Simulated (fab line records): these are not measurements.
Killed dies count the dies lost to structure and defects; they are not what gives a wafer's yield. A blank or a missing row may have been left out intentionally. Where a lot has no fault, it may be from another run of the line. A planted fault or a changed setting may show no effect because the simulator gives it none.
Problem report in the 8D (eight disciplines) form, filled by code + flow berkeley_cmos170 + the parts of the form that need people (team, actions taken, sign-off) are left out

== 1. WHAT IS WRONG ==
Wafers without a fault read 400 C, standard deviation 0.037; tube_center_temp_C at UCB170_M1_ANNEAL_14 reads a mean of 480 C on 9 wafers belonging to 3 lots. That is +99 or more standard deviations from the usual mean.
The step: time 1200 s.
Seen first at day 12 18:33 on furnace-03, wafer L197.2. The record holds 21 wafers of 7 lots with a number at this step. By rule, "out" or "out of limits" means more than 4 standard deviations away from the usual mean. All remaining wafers that have a number are taken as sound.

== 2. WHAT IT IS, WHAT IT ISN'T ==
| question                    | is                                                                                                                                                                   | is not                       |
|-----------------------------|----------------------------------------------------------------------------------------------------------------------------------------------------------------------|------------------------------|
| which readings at this step | tube_center_temp_C, spike_tc_centre_C, spike_tc_load_C, spike_tc_source_C, tube_center_temp_C_max, zone_power_centre_pct, zone_power_load_pct, zone_power_source_pct | -                            |
| which lots                  | L197, L198, L199                                                                                                                                                     | L180, L185, L190, L191       |
| which wafers of those lots  | all that have a number                                                                                                                                               | -                            |
| read on which tools         | furnace-03                                                                                                                                                           | -                            |
| when                        | from day 12 18:33                                                                                                                                                    | up to then (12 sound wafers) |

== 3. WHAT RULES OUT EACH SUSPECT ==
Counting: a tool at a process step up to the reading stays a suspect if it ran every lot that is out and no sound lot after the first of them.
- furnace-03 at UCB170_M1_ANNEAL_14 (time 1200 s): kept. It ran every lot that is out, first L197 (day 12 18:33), and no sound lot after that; its last sound lot up to then is L191 (day 11 07:10). Out on those wafers are its own readings of spike_tc_centre_C, spike_tc_load_C, spike_tc_source_C, tube_center_temp_C, tube_center_temp_C_max, zone_power_centre_pct, zone_power_load_pct, zone_power_source_pct.
After counting, what remains is furnace-03 at UCB170_M1_ANNEAL_14.

== 4. THE CAUSE (what the simulator had put in) ==
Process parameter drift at UCB170_M1_ANNEAL_14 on furnace-03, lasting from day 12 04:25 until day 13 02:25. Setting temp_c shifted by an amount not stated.
The count eliminated every tool but this one.

== 5. THE CHAIN OF EFFECTS, in route order ==
Rows list readings where the struck wafers' mean (over those with a number) sits beyond 3 standard deviations from the usual. Scope: only readings with a usual standard deviation given in the record; hours: median across lots of the time from each lot's start at the first step in this table that gives one to its start at this step; sigmas: change in usual standard deviations.
| hours | step                | reading                | usual   | on struck wafers | change | sigmas      |
|-------|---------------------|------------------------|---------|------------------|--------|-------------|
| 0     | UCB170_M1_ANNEAL_14 | spike_tc_centre_C      | 403.8 C | 483.8            | +80.0  | +81         |
| 0     | UCB170_M1_ANNEAL_14 | spike_tc_load_C        | 414.7 C | 496.1            | +81.4  | +84         |
| 0     | UCB170_M1_ANNEAL_14 | spike_tc_source_C      | 416.7 C | 497.8            | +81.1  | +87         |
| 0     | UCB170_M1_ANNEAL_14 | tube_center_temp_C     | 400 C   | 480              | +80    | +99 or more |
| 0     | UCB170_M1_ANNEAL_14 | tube_center_temp_C_max | 401.03  | 481.09           | +80.06 | +99 or more |
| 0     | UCB170_M1_ANNEAL_14 | zone_power_centre_pct  | 16.83 % | 20.53            | +3.70  | +22         |
| 0     | UCB170_M1_ANNEAL_14 | zone_power_load_pct    | 5.91 %  | 8.08             | +2.17  | +39         |
| 0     | UCB170_M1_ANNEAL_14 | zone_power_source_pct  | 4.79 %  | 6.56             | +1.77  | +35         |
The process steps in it:
- UCB170_M1_ANNEAL_14: time 1200 s.

== 6. WHAT WOULD HAVE CAUGHT IT SOONER ==
In this record the first reading out of limits was taken at day 12 18:33, 14 hours after the fault began at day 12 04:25.
